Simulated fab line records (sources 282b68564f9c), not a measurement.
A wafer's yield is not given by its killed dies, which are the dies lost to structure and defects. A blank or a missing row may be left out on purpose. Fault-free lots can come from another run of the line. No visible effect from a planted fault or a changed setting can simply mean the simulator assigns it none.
The tool behind it: which one? || flow rit cmos || 15 lots (45 wafers sampled), 1 step of a 202-step route

## WHAT THE GAUGES READ, wafer by wafer
The record holds no reading of a measuring or inspecting step that can be judged against a usual standard deviation.

## TOOL THAT RAN EACH LOT (tool first, then ch and the chambers of the sampled wafers, then the start)
{"lot": "L476", "RIT_SDANNEAL_RTA_03": "rtp anneal-02 ch 0, day 3 06:59"}
{"lot": "L478", "RIT_SDANNEAL_RTA_03": "rtp anneal-02 ch 0, day 3 17:35"}
{"lot": "L480", "RIT_SDANNEAL_RTA_03": "rtp anneal-02, day 4 02:40"}
{"lot": "L481", "RIT_SDANNEAL_RTA_03": "rtp anneal-01, day 4 10:02"}
{"lot": "L482", "RIT_SDANNEAL_RTA_03": "rtp anneal-02, day 4 13:54"}
{"lot": "L485", "RIT_SDANNEAL_RTA_03": "rtp anneal-01 ch 0, day 5 03:30"}
{"lot": "L487", "RIT_SDANNEAL_RTA_03": "rtp anneal-01 ch 0, day 5 13:59"}
{"lot": "L488", "RIT_SDANNEAL_RTA_03": "rtp anneal-02 ch 0, day 5 20:00"}
{"lot": "L489", "RIT_SDANNEAL_RTA_03": "rtp anneal-01 ch 0, day 5 23:42"}
{"lot": "L490", "RIT_SDANNEAL_RTA_03": "rtp anneal-02 ch 0, day 6 03:52"}
{"lot": "L491", "RIT_SDANNEAL_RTA_03": "rtp anneal-01 ch 0, day 6 08:55"}
{"lot": "L493", "RIT_SDANNEAL_RTA_03": "rtp anneal-01 ch 0, day 6 20:13"}
{"lot": "L494", "RIT_SDANNEAL_RTA_03": "rtp anneal-02 ch 0, day 7 01:54"}
{"lot": "L496", "RIT_SDANNEAL_RTA_03": "rtp anneal-02 ch 0, day 7 10:11"}
{"lot": "L498", "RIT_SDANNEAL_RTA_03": "rtp anneal-02 ch 0, day 7 23:11"}
- RIT_SDANNEAL_RTA_03: time 5 s.

## WHAT THE TOOLS THEMSELVES READ (means of the sampled wafers that have a number; where no wafer has one, the mark that the record gives instead)
RIT_SDANNEAL_RTA_03.
{"lot": "L476", "tool": "rtp anneal-02", "anneal temp c max": 1057.9, "chamber o2 ppm": 2.006, "wafer_temp_C_max": 1052.3}
{"lot": "L478", "tool": "rtp anneal-02", "anneal temp c max": 1057.6, "chamber o2 ppm": 2.005, "wafer_temp_C_max": 1053.5}
{"lot": "L480", "tool": "rtp anneal-02", "anneal temp c max": "-", "chamber o2 ppm": "-", "wafer_temp_C_max": "-"}
{"lot": "L481", "tool": "rtp anneal-01", "anneal temp c max": "-", "chamber o2 ppm": "-", "wafer_temp_C_max": "-"}
{"lot": "L482", "tool": "rtp anneal-02", "anneal temp c max": "-", "chamber o2 ppm": "-", "wafer_temp_C_max": "-"}
{"lot": "L485", "tool": "rtp anneal-01", "anneal temp c max": 1056.5, "chamber o2 ppm": 1.996, "wafer_temp_C_max": 1054.0}
{"lot": "L487", "tool": "rtp anneal-01", "anneal temp c max": 1056.5, "chamber o2 ppm": 2.002, "wafer_temp_C_max": 1054.4}
{"lot": "L488", "tool": "rtp anneal-02", "anneal temp c max": 1057.6, "chamber o2 ppm": 2.009, "wafer_temp_C_max": 1053.0}
{"lot": "L489", "tool": "rtp anneal-01", "anneal temp c max": 1057.4, "chamber o2 ppm": 2.017, "wafer_temp_C_max": 1052.6}
{"lot": "L490", "tool": "rtp anneal-02", "anneal temp c max": 1058.1, "chamber o2 ppm": 2.009, "wafer_temp_C_max": 1053.2}
{"lot": "L491", "tool": "rtp anneal-01", "anneal temp c max": 1056.4, "chamber o2 ppm": 2.019, "wafer_temp_C_max": 1054.1}
{"lot": "L493", "tool": "rtp anneal-01", "anneal temp c max": 1057.8, "chamber o2 ppm": 1.997, "wafer_temp_C_max": 1054.3}
{"lot": "L494", "tool": "rtp anneal-02", "anneal temp c max": 1057.6, "chamber o2 ppm": 1.992, "wafer_temp_C_max": 1053.7}
{"lot": "L496", "tool": "rtp anneal-02", "anneal temp c max": 1056.3, "chamber o2 ppm": 2.019, "wafer_temp_C_max": 1052.7}
{"lot": "L498", "tool": "rtp anneal-02", "anneal temp c max": 1055.2, "chamber o2 ppm": 1.978, "wafer_temp_C_max": 1053.9}

## THE ANSWER, worked out from the rows above alone
Rule: usual is defined by the lots themselves. Put in order of their means at a reading, lots are off if they are a third of the lots or fewer, leave a main group of 4 or more, and stand apart from it by a gap of 3 or more times the standard deviation of the main group's means; of several such gaps the widest counts. The tables above print the reading to a certain number of digits; a main group whose means all agree to those digits is not used. Also off: a lot with no number at a reading for which 4 or more lots have one. The other lots that the step has rows for count as sound. The gauges are gone through in route order, then the tools' own readings, and for those a lot's mean is taken as printed above. The first step at which some lot is off is used, and at that step the reading that is off furthest; a lot without a number counts as furthest.
Off: L480, L481, L482, at RIT_SDANNEAL_RTA_03 (anneal temp c max). Without a number there: L480, L481, L482. The main group: mean 1057.1, standard deviation 0.84.
If a tool, at that step or one of the process steps before it, ran each lot that is off and ran no sound lot following the first of them, it fits. Not one of the candidates tried fits.

## WHAT THE SIMULATOR PUT IN
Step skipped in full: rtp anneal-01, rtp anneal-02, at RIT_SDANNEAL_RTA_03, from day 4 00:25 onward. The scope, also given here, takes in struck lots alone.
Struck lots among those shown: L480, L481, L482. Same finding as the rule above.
